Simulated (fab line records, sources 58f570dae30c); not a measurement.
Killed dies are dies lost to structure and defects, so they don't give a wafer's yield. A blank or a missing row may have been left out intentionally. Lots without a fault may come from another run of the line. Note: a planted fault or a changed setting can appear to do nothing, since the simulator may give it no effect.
8D (eight disciplines) problem report, filled in by code | flow berkeley cmos170 | the parts of the form that need people (team, actions taken, sign-off) are left out

1. THE PROBLEM
Wafers without a fault read 400 C, standard deviation 0.04; tube center temp C at UCB170_M1_ANNEAL_14 reads a mean of 290 C on 9 wafers belonging to 3 lots. That is -99 or more standard deviations from the usual mean.
The step: time 1200 s.
First observed at day 9 14:10: wafer L571.1, on furnace-03. The record has a number at this step for 21 wafers belonging to 7 lots. Rule for "out" (also "out of limits"): further than 4 standard deviations from the usual mean. The rest of the wafers with a number are treated as sound.

2. WHAT THIS IS AND IS NOT
question                    | is                                                                                                                                                                   | is not
which readings at this step | tube center temp C, spike tc centre C, spike tc load C, spike tc source C, tube_center_temp_C_max, zone power centre pct, zone power load pct, zone power source pct | -
which lots                  | L569, L570, L571                                                                                                                                                     | L564, L565, L584, L586
which wafers of those lots  | all that have a number                                                                                                                                               | -
read on which tools         | furnace-03                                                                                                                                                           | -
when                        | from day 9 14:10                                                                                                                                                     | up to then (6 sound wafers); but 6 sound wafers of L584, L586 came after

3. SUSPECTS, AND WHAT RULES EACH OUT
Counting: a tool at any process step up to the reading remains a suspect when it ran all the lots that are out and ran no sound lot after the first of those.
- rie diel-03 at UCB170_M1_ETCH_11 (etches BARC in N2/H2): kept. Every lot that is out went through it, starting with L571 (day 9 13:46), and after that it ran no sound lot; the last sound lot it ran before then is L564 (day 8 06:04).
- plasma asher-04 at UCB170_M1_STRIP_13 (strips in O2): kept. Every lot that is out went through it, starting with L571 (day 9 13:56), and after that it ran no sound lot; the last sound lot it ran before then is L564 (day 8 06:14).
- furnace-03 at UCB170_M1_ANNEAL_14 (time 1200 s): ruled out as a lasting fault. Following L571 (day 9 14:10), the first lot on it that is out, the sound lots L586, L584 were run on it.
Left after counting: rie diel-03 at UCB170_M1_ETCH_11, plasma asher-04 at UCB170_M1_STRIP_13.

4. THE CAUSE (what the simulator had put in)
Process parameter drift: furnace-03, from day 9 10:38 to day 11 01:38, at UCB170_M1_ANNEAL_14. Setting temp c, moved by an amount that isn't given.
Counting ruled it out, wrongly.

5. THE CHAIN OF EFFECTS, in route order
Each row: a reading where the mean over the struck wafers with a number is more than 3 standard deviations away from the usual. Only readings for which the record gives a usual standard deviation are gone through. hours: the time from each lot's start at the first step in this table that gives one to its start at this step, as a median over the lots. sigmas: the change in usual standard deviations.
hours | step                | reading                | usual   | on struck wafers | change  | sigmas
0     | UCB170_M1_ANNEAL_14 | spike tc centre C      | 401.7 C | 291.5            | -110.2  | -99 or more
0     | UCB170_M1_ANNEAL_14 | spike tc load C        | 418.5 C | 307.3            | -111.2  | -99 or more
0     | UCB170_M1_ANNEAL_14 | spike tc source C      | 417.4 C | 305.8            | -111.6  | -99 or more
0     | UCB170_M1_ANNEAL_14 | tube center temp C     | 400 C   | 290              | -110    | -99 or more
0     | UCB170_M1_ANNEAL_14 | tube_center_temp_C_max | 401.03  | 291.00           | -110.03 | -99 or more
0     | UCB170_M1_ANNEAL_14 | zone power centre pct  | 15.69 % | 11.01            | -4.68   | -29
0     | UCB170_M1_ANNEAL_14 | zone power load pct    | 6.46 %  | 4.16             | -2.30   | -37
0     | UCB170_M1_ANNEAL_14 | zone power source pct  | 5.93 %  | 3.77             | -2.16   | -35
The process steps in it:
- UCB170_M1_ANNEAL_14: time 1200 s.

6. WHAT WOULD HAVE CAUGHT IT SOONER
In this record the first reading out of limits was taken at day 9 14:10, 4 hours after the fault began at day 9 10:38.
